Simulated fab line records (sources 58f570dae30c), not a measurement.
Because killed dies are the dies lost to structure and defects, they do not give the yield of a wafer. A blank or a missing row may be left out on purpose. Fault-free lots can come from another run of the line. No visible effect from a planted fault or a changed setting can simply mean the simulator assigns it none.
Comparing a struck lot with a sound one	flow berkeleyCmos170	17 out of 331 route steps
Sound: these wafers, L306.3, L306.4, L306.6. Struck: wafers L319.2, L319.3, L319.4. The cause is given at the end.
For every step that has rows: the tool of each side, followed by ch and its chambers, followed by its first start. Under that, the readings that differ: sound wafers	struck wafers	difference of the means	sigmas: that difference in standard deviations of wafers without a fault.
alike: same words and numbers on both sides, and readings whose means sit less than 2 such deviations apart. not compared: any withheld reading, any reading some wafer has no value for, any bound like >300 that may hide the same value, and any number with overlapping values for which the record gives no deviation.
Wherever a step has rows on one side only, a row that says differs or no value, or a row with sigmas, the two part there. Numbers that have no deviation but don't overlap get no sigmas and don't part them. A reading missing from all wafers of one side parts the sides only when that side holds two or more wafers.

first, 5 steps without rows for these wafers: UCB170_NLDD_COAT_01 (resist thk 900 nm); UCB170_NLDD_SOFTBAKE_02 (time 60 s); UCB170_NLDD_EXPOSE_03 (exposes mask NSELECT, target cd 1200 nm); UCB170_NLDD_PEB_04; UCB170_NLDD_DEVELOP_05 (develop time 45 s).
UCB170_NLDD_CD_MEAS_06: target cd 1200 nm.
  sound on cdSem-02 at day 7 23:46; struck on cdSem-01 at day 11 02:37
  alike: cdNm
UCB170_NLDD_OVL_MEAS_07:
  sound on overlay-01 at day 7 23:52; struck on overlay-02 at day 11 02:44
reading	sound	struck	difference	sigmas
NLDD_OVL (nm)	6 8 2	-6 -5 -6	-11	-2
then, 2 steps without rows for these wafers: UCB170_NLDD_IMPLANT_08; UCB170_NLDD_IMPLANT_09.
UCB170_NLDD_STRIP_10: strips in O2.
  sound on plasmaAsher-03 ch 0,1, day 8 00:13; struck on plasmaAsher-03 ch 0,1, day 11 03:04
  alike: drypumpMotorCurrentA, oesProductAu, stripTimeToEndpointS
  not compared: rfHoursCounterH
UCB170_NLDD_TW_MEAS_11:
  sound on filmMetro-01 at day 8 00:18; struck on filmMetro-04 at day 11 03:10
  alike: NLDD_TW
then, 1 step without rows for these wafers: UCB170_NLDD_CLEAN_12 (cleans in SPM, time 600 s).
UCB170_SPACER_CVD_00: deposits SiO2 from TEOS/O2, target thk 376 nm, time 47 s.
  sound on pecvd-03 ch 0,1, day 8 00:32; struck on pecvd-03 ch 1,2, day 11 03:28
reading	sound	struck	difference	sigmas
runLengthS (s)	75.1 74.8 74.9	80.4 79.3 79.2	+4.7	+9
model.SiO2_of_SPACER_CVD_00.thkNm (nm)	374.9 379.1 382.2	415 418.2 422.2	+40	
  alike: heaterPowerW
UCB170_SPACER_THK_MEAS_01:
  sound on filmMetro-04 at day 8 00:36; struck on filmMetro-03 at day 11 03:33
reading	sound	struck	difference	sigmas
SPACER_TEOS_THK (nm)	375 379 382	415 418 422	+40	+8
then, 1 step without rows for these wafers: UCB170_SPACER_ANNEAL_02 (time 1800 s).
UCB170_SPACER_ETCHBACK_03: etches SiO2 in CHF3/CF4/Ar, stops on Si, target depth 376 nm, time 100 s.
  sound on rieDiel-03 ch 0,1, day 8 07:00; struck on rieDiel-04 ch 0,1,2, day 11 09:12
reading	sound	struck	difference	sigmas
oesProductAu (a.u.)	0.897 0.903 0.923	0.959 0.985 0.980	+0.067	+4
rfHoursCounterH (h)	- - -	112 5 17	no value on the sound wafers	
model.etch.depthNm (nm)	374.9 379.1 382.2	415 414.1 422.2	+38	
  alike: drypumpMotorCurrentA, throttleValvePct
then, 1 step without rows for these wafers: UCB170_PSD_HMDS_00 (prime time 60 s).

WHERE THEY PART
First at UCB170_NLDD_OVL_MEAS_07; last, within this record, at UCB170_SPACER_ETCHBACK_03.

WHY: whatever the simulator had introduced
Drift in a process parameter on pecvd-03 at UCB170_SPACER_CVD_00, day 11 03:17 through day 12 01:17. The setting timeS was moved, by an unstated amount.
